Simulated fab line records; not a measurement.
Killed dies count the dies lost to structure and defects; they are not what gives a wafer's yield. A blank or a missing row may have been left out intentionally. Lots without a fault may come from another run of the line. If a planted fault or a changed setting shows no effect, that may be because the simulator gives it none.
fab line records | flow berkeley-cmos170
[record] lots = 6 | wafers = 18 | last-day = 13
route steps=331 shown V2@294
lots that met no fault: taken from a fault-free run of the same line
start-h: the number of hours between the record's first day and the start of the first shown wafer of the lot | wait-h: hours from the lot's prior step to this one | " unchanged from the row above | L1.1+2: a single row standing in for several wafers | - no value present, or no start provided | * or withheld: withheld | < > ~ a bound
route shown NAME@n: NAME is a module with steps in the file, n the number in the route of the first one | usual: the fault-free wafers' mean and standard deviation | same: alike in all rows | chamber/n: place in a boat | sites: each site's reading | _std_site: the values' standard deviation | _edge_site: mean of outer sites minus mean of inner sites | radius-mm: for every site, how far away it sits from the centre of the wafer | mask NAME#n: copy n | behind: the last tool/chamber to shape the wafer | hold: cause of the lot's hold/its duration in hours/its outcome | device: the n, p or np transistor that did not switch | end of line: tests of these same wafers at the route's end | a step given without rows: its recipe and nothing more | killed: dies lost to structure and defects at the first sort, not the wafer's yield | map: shows each die of a wafer: x if killed, . if not, _ if none is there
set.NAME: the setting that was run; set.NAME@STEP: the one run at that earlier step | model.NAME: the simulator's own value behind a step, which no gauge read
a table for each step, a row for each wafer; lots at some steps of the route
services: the hour from which a tool's chamber was out of use, counted from the record's first day as start-h (under 0 if before that day), plus the number of hours and why
[[steps]]
[step UCB170_V2_CMP_02]
[recipe] material = SiO2 | down-force-psi = 6 | platen-rpm = 60 | pad-velocity-m-s = 0.75398
[usual] head-pressure-psi = 5.999/0.012 | motor-current-A = 17.2/1.5
lot.wafer | tool   | chamber | start-h | wait-h | head-pressure-psi | motor-current-A
L147.2    | cmp-02 | 2       | 201.89  | 0.0    | 6.001             | 19.0
L147.4    | "      | 0       | "       | "      | 6.007             | 18.6
L147.1    | "      | 1       | "       | "      | 5.988             | 16.0
L150.2    | cmp-01 | 0       | 229.26  | 0.0    | 5.984             | 17.6
L150.1    | "      | 1       | "       | "      | 6.004             | 17.6
L150.5    | "      | 1       | "       | "      | 6.002             | 17.8
L154.4    | cmp-02 | 1       | 243.11  | 0.0    | 6.013             | 15.8
L154.3    | "      | 3       | "       | "      | 6.001             | 15.5
L154.1    | "      | 0       | "       | "      | 6.008             | 17.3
L159.4    | cmp-02 | 1       | 282.00  | 0.0    | 6.003             | 16.1
L159.1    | "      | 3       | "       | "      | 5.986             | 16.8
L159.5    | "      | 1       | "       | "      | 5.999             | 16.1
L165.2    | cmp-02 | 0       | 297.03  | 0.0    | 5.991             | 18.1
L165.3    | "      | 1       | "       | "      | 5.995             | 16.5
L165.5    | "      | 1       | "       | "      | 5.982             | 15.6
L166.3    | cmp-02 | 2       | 300.84  | 0.0    | 5.997             | 17.9
L166.2    | "      | 0       | "       | "      | 5.998             | 17.4
L166.6    | "      | 2       | "       | "      | 5.966             | 19.3
[step UCB170_V2_BOW_MEAS_03]
[recipe] mode = bow
[usual] V2_BOW = 35/7.3
lot.wafer | tool          | chamber | start-h | wait-h | V2_BOW[um]
L147.1    | film-metro-04 | -       | 202.19  | 0.1    | 29
L147.2    | "             | -       | "       | "      | 42
L147.4    | "             | -       | "       | "      | 42
L150.1    | film-metro-01 | -       | 229.56  | 0.2    | 44
L150.2    | "             | -       | "       | "      | 47
L150.5    | "             | -       | "       | "      | 43
L154.1    | film-metro-03 | -       | 243.41  | 0.1    | 32
L154.3    | "             | -       | "       | "      | 36
L154.4    | "             | -       | "       | "      | 28
L159.1    | film-metro-03 | -       | 282.30  | 0.1    | 44
L159.4    | "             | -       | "       | "      | 22
L159.5    | "             | -       | "       | "      | 31
L165.2    | film-metro-03 | -       | 297.35  | 0.3    | 26
L165.3    | "             | -       | "       | "      | 38
L165.5    | "             | -       | "       | "      | 30
L166.2    | film-metro-01 | -       | 301.16  | 0.2    | 44
L166.3    | "             | -       | "       | "      | 49
L166.6    | "             | -       | "       | "      | 45
[step UCB170_V2_THK_MEAS_04]
[recipe] reads = SiO2_of_V2_CVD_00
[usual] V2_POLISHED_THK = 1000.2/1.1
lot.wafer | tool          | chamber | start-h | wait-h | V2_POLISHED_THK[nm]
L147.1    | film-metro-04 | -       | 202.31  | 0.1    | 1000.9
L147.2    | "             | -       | "       | "      | 1001.0
L147.4    | "             | -       | "       | "      | 999.9
L150.1    | film-metro-01 | -       | 229.68  | 0.1    | 999.5
L150.2    | "             | -       | "       | "      | 1001.4
L150.5    | "             | -       | "       | "      | 1000.9
L154.1    | film-metro-03 | -       | 243.53  | 0.1    | 999.3
L154.3    | "             | -       | "       | "      | 1000.5
L154.4    | "             | -       | "       | "      | 1001.3
L159.1    | film-metro-03 | -       | 282.42  | 0.1    | 1001.5
L159.4    | "             | -       | "       | "      | 1000.6
L159.5    | "             | -       | "       | "      | 1001.1
L165.2    | film-metro-03 | -       | 297.46  | 0.1    | 999.2
L165.3    | "             | -       | "       | "      | 998.8
L165.5    | "             | -       | "       | "      | 999.2
L166.2    | film-metro-01 | -       | 301.27  | 0.1    | 1001.0
L166.3    | "             | -       | "       | "      | 1003.0
L166.6    | "             | -       | "       | "      | 1001.8
[step UCB170_V2_CLEAN_05]
[recipe] chemistry = DIW
[step UCB170_V2_HMDS_06]
[recipe] prime-time-s = 60 | prime-temp-c = 100
[step UCB170_V2_COAT_07]
[recipe] resist = KrF | spin-rpm = 1500 | resist-thk-nm = 900
[step UCB170_V2_SOFTBAKE_08]
[recipe] resist = KrF | temp-c = 130 | time-s = 60
[step UCB170_V2_EXPOSE_09]
[recipe] mask-id = VIA2 | target-cd-nm = 700 | na = 0.5 | sigma-outer = 0.6 | source-shape = conventional | dose-mj = 37
[step UCB170_V2_PEB_10]
[recipe] peb-temp-c = 130 | peb-time-s = withheld | resist = KrF
[step UCB170_V2_DEVELOP_11]
[recipe] developer = TMAH | develop-time-s = 45 | resist = KrF | dev-temp-c = 21
[step UCB170_V2_CD_MEAS_12]
[recipe] target-cd-nm = 700
[usual] cd-nm = 700.4/1.3
lot.wafer | tool      | chamber | start-h | wait-h | cd-nm
L147.1    | cd-sem-02 | -       | 203.63  | -      | 701.3
L147.2    | "         | -       | "       | "      | 702.2
L147.4    | "         | -       | "       | "      | 702.0
L150.1    | cd-sem-02 | -       | 231.35  | -      | 700.7
L150.2    | "         | -       | "       | "      | 701.9
L150.5    | "         | -       | "       | "      | 702.0
L154.1    | cd-sem-02 | -       | 244.74  | -      | 701.2
L154.3    | "         | -       | "       | "      | 701.6
L154.4    | "         | -       | "       | "      | 701.7
L159.1    | cd-sem-01 | -       | 284.88  | -      | 699.7
L159.4    | "         | -       | "       | "      | 700.3
L159.5    | "         | -       | "       | "      | 699.7
L165.2    | cd-sem-01 | -       | 299.22  | -      | 701.2
L165.3    | "         | -       | "       | "      | 701.8
L165.5    | "         | -       | "       | "      | 701.8
L166.2    | cd-sem-02 | -       | 302.94  | -      | 699.7
L166.3    | "         | -       | "       | "      | 699.8
L166.6    | "         | -       | "       | "      | 701.5
[step UCB170_V2_OVL_MEAS_13]
[usual] V2_OVL = 1/5.9
lot.wafer | tool       | chamber | start-h | wait-h | V2_OVL[nm]
L147.1    | overlay-01 | -       | 203.75  | 0.1    | 4
L147.2    | "          | -       | "       | "      | 1
L147.4    | "          | -       | "       | "      | 6
L150.1    | overlay-02 | -       | 231.47  | 0.1    | -7
L150.2    | "          | -       | "       | "      | -3
L150.5    | "          | -       | "       | "      | -6
L154.1    | overlay-01 | -       | 244.86  | 0.1    | -9
L154.3    | "          | -       | "       | "      | -3
L154.4    | "          | -       | "       | "      | 1
L159.1    | overlay-01 | -       | 285.00  | 0.1    | -14
L159.4    | "          | -       | "       | "      | 1
L159.5    | "          | -       | "       | "      | -10
L165.2    | overlay-02 | -       | 299.33  | 0.1    | 9
L165.3    | "          | -       | "       | "      | 1
L165.5    | "          | -       | "       | "      | 4
L166.2    | overlay-02 | -       | 303.05  | 0.1    | -3
L166.3    | "          | -       | "       | "      | 0
L166.6    | "          | -       | "       | "      | -4
[step UCB170_V2_ETCH_14]
[recipe] chemistry = CHF3/CF4/Ar | target = SiO2 | stop-on = Al | CHF3_flow_sccm = 45 | cf4-flow-sccm = 15 | Ar_flow_sccm = 150 | pressure-mtorr = 200 | rf-w = 700 | target-depth-a = 12500 | over-etch-frac = 0.25 | time-s = 291
[usual] drypump-motor-current-A = 5.8/0.61 | oes-product-au = 0.878/0.011 | over-etch-frac = 0.25/0 | throttle-valve-pct = 6.99/0.14
lot.wafer | tool        | chamber | start-h | wait-h | drypump-motor-current-A | oes-product-au | over-etch-frac | rf-hours-counter-h | throttle-valve-pct | model.KrF_of_V2_COAT_07.thk-nm
L147.1    | rie-diel-02 | 0       | 203.79  | 0.0    | 5.9                     | 0.896          | 0.25           | 120                | 7.01               | 604.2
L147.2    | "           | 1       | "       | "      | 6.6                     | 0.857          | 0.25           | 5                  | 6.98               | 612.3
L147.4    | "           | 2       | "       | "      | 6.2                     | 0.879          | 0.25           | 134                | 7.03               | 614.9
L150.1    | rie-diel-03 | 0       | 231.51  | 0.0    | 6.2                     | 0.858          | 0.25           | 14                 | 6.85               | 613
L150.2    | "           | 1       | "       | "      | 5.2                     | 0.874          | 0.25           | 8                  | 7.13               | 618.2
L150.5    | "           | 2       | "       | "      | 5.0                     | 0.866          | 0.25           | -                  | 6.81               | 613.7
L154.1    | rie-diel-03 | 1       | 244.90  | 0.0    | 5.2                     | 0.837          | 0.35875        | 9                  | 7.13               | 593.1
L154.3    | "           | 3       | "       | "      | 6.4                     | 0.842          | 0.35875        | 40                 | 6.86               | 594.1
L154.4    | "           | 2       | "       | "      | 5.0                     | 0.832          | 0.35875        | 2                  | 6.80               | 587.1
L159.1    | rie-diel-03 | 3       | 285.03  | 0.0    | 6.4                     | 0.841          | 0.35875        | 41                 | 6.85               | 590.5
L159.4    | "           | 0       | "       | "      | 6.3                     | 0.822          | 0.35875        | 16                 | 6.86               | 586.4
L159.5    | "           | 1       | "       | "      | 5.3                     | 0.836          | 0.35875        | -                  | 7.14               | 593.1
L165.2    | rie-diel-01 | 1       | 299.36  | 0.0    | 4.8                     | 0.876          | 0.25           | 41                 | 7.06               | 619.1
L165.3    | "           | 3       | "       | "      | 6.1                     | 0.877          | 0.25           | 69                 | 7.00               | 608.1
L165.5    | "           | 3       | "       | "      | 6.1                     | 0.885          | 0.25           | -                  | 7.00               | 607.6
L166.2    | rie-diel-01 | 3       | 303.08  | 0.0    | 6.2                     | 0.879          | 0.25           | 69                 | 7.02               | 608.5
L166.3    | "           | 0       | "       | "      | 6.6                     | 0.889          | 0.25           | 17                 | 7.20               | 618.6
L166.6    | "           | 1       | "       | "      | 4.8                     | 0.888          | 0.25           | -                  | 7.09               | 617.2
[step UCB170_V2_STRIP_15]
[recipe] chemistry = O2 | power-w = 400 | pressure-mtorr = 3500 | platen-temp-c = withheld | o2-flow-sccm = 400 | overash-fraction = 0.5
[usual] drypump-motor-current-A = 5.73/0.27 | oes-product-au = 0.722/0.0044 | strip-time-to-endpoint-s = 15.36/0.12
lot.wafer | tool            | chamber | start-h | wait-h | drypump-motor-current-A | oes-product-au | rf-hours-counter-h | strip-time-to-endpoint-s
L147.1    | plasma-asher-04 | 1       | 203.97  | 0.1    | 5.38                    | 0.726          | 43                 | 15.16
L147.2    | "               | 0       | "       | "      | 5.12                    | 0.728          | 43                 | 15.37
L147.4    | "               | 1       | "       | "      | 5.39                    | 0.720          | -                  | 15.43
L150.1    | plasma-asher-03 | 0       | 231.69  | 0.1    | 5.95                    | 0.723          | 51                 | 15.39
L150.2    | "               | 1       | "       | "      | 5.41                    | 0.725          | 51                 | 15.50
L150.5    | "               | 0       | "       | "      | 5.95                    | 0.722          | -                  | 15.40
L154.1    | plasma-asher-02 | 1       | 245.08  | 0.1    | 5.66                    | 0.721          | 14                 | 14.91
L154.3    | "               | 1       | "       | "      | 5.66                    | 0.729          | -                  | 14.93
L154.4    | "               | 0       | "       | "      | 6.07                    | 0.725          | -                  | 14.77
L159.1    | plasma-asher-03 | 1       | 285.21  | 0.1    | 5.42                    | 0.716          | 57                 | 14.84
L159.4    | "               | 0       | "       | "      | 5.94                    | 0.722          | -                  | 14.75
L159.5    | "               | 1       | "       | "      | 5.43                    | 0.723          | -                  | 14.91
L165.2    | plasma-asher-02 | 1       | 299.53  | 0.1    | 5.66                    | 0.730          | 20                 | 15.53
L165.3    | "               | 0       | "       | "      | 6.06                    | 0.725          | -                  | 15.27
L165.5    | "               | 0       | "       | "      | 6.04                    | 0.719          | -                  | 15.24
L166.2    | plasma-asher-03 | 1       | 303.26  | 0.1    | 5.42                    | 0.721          | 60                 | 15.27
L166.3    | "               | 0       | "       | "      | 5.91                    | 0.728          | -                  | 15.50
L166.6    | "               | 1       | "       | "      | 5.42                    | 0.725          | -                  | 15.48
[step UCB170_V2_CD_MEAS_90]
[recipe] target-cd-nm = 700
[usual] cd-nm = 700.6/1.5
lot.wafer | tool      | chamber | start-h | wait-h | cd-nm
L147.1    | cd-sem-01 | -       | 204.07  | 0.1    | 702.2
L147.2    | "         | -       | "       | "      | 703.0
L147.4    | "         | -       | "       | "      | 700.4
L150.1    | cd-sem-02 | -       | 231.79  | 0.1    | 700.9
L150.2    | "         | -       | "       | "      | 701.9
L150.5    | "         | -       | "       | "      | 701.7
L154.1    | cd-sem-02 | -       | 245.18  | 0.1    | 702.5
L154.3    | "         | -       | "       | "      | 702.5
L154.4    | "         | -       | "       | "      | 702.2
L159.1    | cd-sem-01 | -       | 285.31  | 0.1    | 701.5
L159.4    | "         | -       | "       | "      | 702.4
L159.5    | "         | -       | "       | "      | 701.8
L165.2    | cd-sem-01 | -       | 299.65  | 0.1    | 700.4
L165.3    | "         | -       | "       | "      | 702.3
L165.5    | "         | -       | "       | "      | 702.0
L166.2    | cd-sem-02 | -       | 303.38  | 0.1    | 700.8
L166.3    | "         | -       | "       | "      | 698.8
L166.6    | "         | -       | "       | "      | 699.7
[[services]]
tool            | chamber | start-h | hours | kind
cmp-01          | -       | 181.35  | 3.0   | repair
plasma-asher-04 | -       | 195.78  | 6.0   | repair
cmp-01          | -       | 201.31  | 9.0   | pm
rie-diel-03     | 2       | 202.08  | -     | clean
rie-diel-03     | 2       | 202.08  | 14.5  | scheduled-down
rie-diel-03     | 2       | 202.08  | 14.5  | vent-cycle
cmp-02          | -       | 208.63  | 2.0   | repair
rie-diel-03     | 3       | 219.37  | 5.3   | repair
rie-diel-02     | 3       | 221.57  | -     | clean
rie-diel-02     | 3       | 221.57  | 17.4  | scheduled-down
rie-diel-02     | 3       | 221.57  | 17.4  | vent-cycle
plasma-asher-04 | -       | 231.39  | 4.7   | repair
cmp-01          | -       | 232.21  | 4.0   | pm
cmp-01          | -       | 236.21  | -     | consumable-replace:conditioner
cmp-01          | -       | 236.21  | -     | consumable-replace:pad
rie-diel-02     | 2       | 244.02  | 8.7   | repair
rie-diel-02     | 1       | 244.05  | 3.3   | repair
plasma-asher-02 | -       | 252.43  | 1.0   | repair
plasma-asher-04 | -       | 254.25  | 15.7  | repair
rie-diel-03     | 2       | 258.21  | 23.7  | repair
cmp-02          | -       | 267.81  | 7.2   | pm
rie-diel-01     | 0       | 278.19  | 6.3   | repair
rie-diel-01     | 1       | 285.34  | 3.0   | repair
rie-diel-02     | 2       | 293.49  | 7.6   | repair
[[key]]
[first-sign] step = UCB170_V2_ETCH_14 | reading = over-etch-frac | direction = up | sigmas = 99+ | usual = 0.25 | struck = 0.35875
[effect] step = UCB170_V2_ETCH_14 | reading = oes-product-au | direction = down | sigmas = 3.9 | usual = 0.878 | struck = 0.835
[effect] step = UCB170_V2_STRIP_15 | reading = strip-time-to-endpoint-s | direction = down | sigmas = 4.4 | usual = * | struck = *
[model-effect] step = UCB170_V2_ETCH_14 | value = KrF_of_V2_COAT_07.thk-nm | without = 614.5 | struck = 590.7
met-at UCB170_V2_ETCH_14
struck-wafers L154.1,L154.3,L154.4,L159.1,L159.4,L159.5
sort-left-out L154.1,L154.3,L154.4
onset-between 231.51 244.90
[fault] kind = process-parameter-drift | tool = rie-diel-03 | chamber = - | onset-h = 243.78 | steps = UCB170_V2_ETCH_14 | channel = over-etch-frac | offset = 0.10875 | shape = step | end-h = 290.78 | acts-in = these-recipes-only | stated = 0.25
// sort-left-out: the simulated sort isn't trusted on such a fault, so these wafers' sort isn't shown, and their yield isn't known
